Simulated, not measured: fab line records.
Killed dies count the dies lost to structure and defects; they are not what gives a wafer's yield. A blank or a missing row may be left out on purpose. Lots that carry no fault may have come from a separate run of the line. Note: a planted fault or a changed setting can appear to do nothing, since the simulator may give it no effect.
fab line records | flow rit-cmos
record: lots: 15 wafers: 45 last-day: 7
route steps=202 shown SDANNEAL@153
lots untouched by any fault: they come from a run of this same line in which no faults occurred
start-h: hours from the record's first day to the start of the lot's first wafer shown | wait-h: hours since the lot's step before | " unchanged from the row above | L1.1+2: a row that stands for several wafers | - either no value or no given start | * or withheld: withheld | < > ~ a bound
route shown NAME@n: NAME is a module with steps in the file, n the number in the route of the first one | usual: the fault-free wafers' mean and standard deviation | same: alike in all rows | chamber/n: place in a boat | sites: each site's reading | _std_site: how widely they spread, as a standard deviation | _edge_site: outer sites' mean less inner sites' | radius-mm: how far each site lies from the wafer's centre | mask NAME#n: copy n | behind: tool/chamber where the wafer was last shaped | hold: the reason the lot was held/the length of the hold in hours/how it ended | device: whichever transistor did not switch (one of n, p or np) | end of line: at the end of the route, the tests of the same wafers | step lacking rows: just its recipe | killed: dies lost to structure and defects at the first sort, not the wafer's yield | map: a wafer's dies, x killed, . not, _ none there
set.NAME: the run value of the setting; set.NAME@STEP: its run value at that earlier step | model.NAME: the simulator's own value behind a step, which no gauge read
steps of the route over a sample of lots; a table a step, a row a wafer
services: the hour from which a tool's chamber was out of use, counted from the record's first day as start-h (under 0 if before that day), plus the number of hours and why
== steps ==
step: RIT_SDANNEAL_CLEAN_00
recipe: chemistry: SC1 mix: 3:3:50 time-s: 600 temp-c: 75
usual: bath-guard-temp-C: 74.9/0.37 bath-heat-duty-pct: 15.1/1.5 time-s: 600/0
columns lot.wafer tool chamber start-h wait-h bath-guard-temp-C bath-heat-duty-pct time-s
L746.2 wet-bench-04 2 52.90 0.0 75.2 13.9 600
L746.4 " 2 " " 75.3 14.7 600
L746.6 " 2 " " 75.3 13.5 600
L748.1 wet-bench-04 0 60.42 0.1 74.9 18.1 600
L748.3 " 0 " " 74.9 18.1 600
L748.4 " 0 " " 74.8 18.3 600
L749.2 wet-bench-02 3 64.72 0.0 75.0 15.2 600
L749.4 " 3 " " 74.9 12.8 600
L749.5 " 3 " " 74.7 14.2 600
L750.1 wet-bench-04 1 71.92 0.1 74.7 14.6 600
L750.3 " 1 " " 74.7 15.5 600
L750.6 " 1 " " 74.5 14.1 600
L751.2 wet-bench-04 3 78.65 0.0 75.1 14.6 600
L751.3 " 3 " " 74.9 13.4 600
L751.5 " 3 " " 75.1 14.6 600
L752.1 wet-bench-04 0 80.82 0.1 74.7 17.9 600
L752.2 " 0 " " 74.7 17.8 600
L752.4 " 0 " " 75.1 15.9 600
L753.2 wet-bench-02 1 90.26 0.0 75.1 13.9 600
L753.3 " 1 " " 75.2 13.5 600
L753.6 " 1 " " 75.2 11.8 600
L755.2 wet-bench-01 2 101.31 0.0 74.2 14.5 600
L755.5 " 2 " " 74.5 13.3 600
L755.6 " 2 " " 74.2 13.6 600
L757.1 wet-bench-01 2 108.96 0.1 74.6 12.7 600
L757.2 " 2 " " 74.4 13.6 600
L757.5 " 2 " " 74.4 14.2 600
L758.4 wet-bench-01 0 114.11 0.0 75.0 16.7 600
L758.5 " 0 " " 75.2 16.7 600
L758.6 " 0 " " 74.7 15.1 600
L763.1 wet-bench-02 0 140.02 0.1 - - -
L763.3 " 0 " " - - -
L763.4 " 0 " " - - -
L764.1 wet-bench-01 2 141.23 0.1 - - -
L764.4 " 2 " " - - -
L764.5 " 2 " " - - -
L765.2 wet-bench-04 3 146.59 0.0 - - -
L765.4 " 3 " " - - -
L765.5 " 3 " " - - -
L768.1 wet-bench-01 0 161.15 0.1 74.8 16.2 600
L768.3 " 0 " " 75.0 16.4 600
L768.6 " 0 " " 74.8 15.5 600
L769.1 wet-bench-01 3 168.75 0.1 75.3 15.6 600
L769.5 " 3 " " 75.6 14.2 600
L769.6 " 3 " " 75.1 16.1 600
== services ==
columns tool chamber start-h hours kind
wet-bench-04 - 36.94 4.4 pm
== key ==
first-sign: step: RIT_SDANNEAL_CLEAN_00 reading: tool-record direction: missing
effect none on later readings
met-at RIT_SDANNEAL_CLEAN_00
struck-lots L763,L764,L765
tester-left-out L763,L764,L765
onset-between 114.11 140.02
fault: kind: skipped-step-whole tool: wet-bench-01,wet-bench-02,wet-bench-04 chamber: - onset-h: 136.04 steps: RIT_SDANNEAL_CLEAN_00 scope: struck-lots-only
tester-left-out: of these lots the tester's yield and bins aren't shown, on N5 and GAA mostly nor the transistor test; their killed dies are dies lost to structure and defects alone, not to doping, threshold or leakage, so they don't give the yield
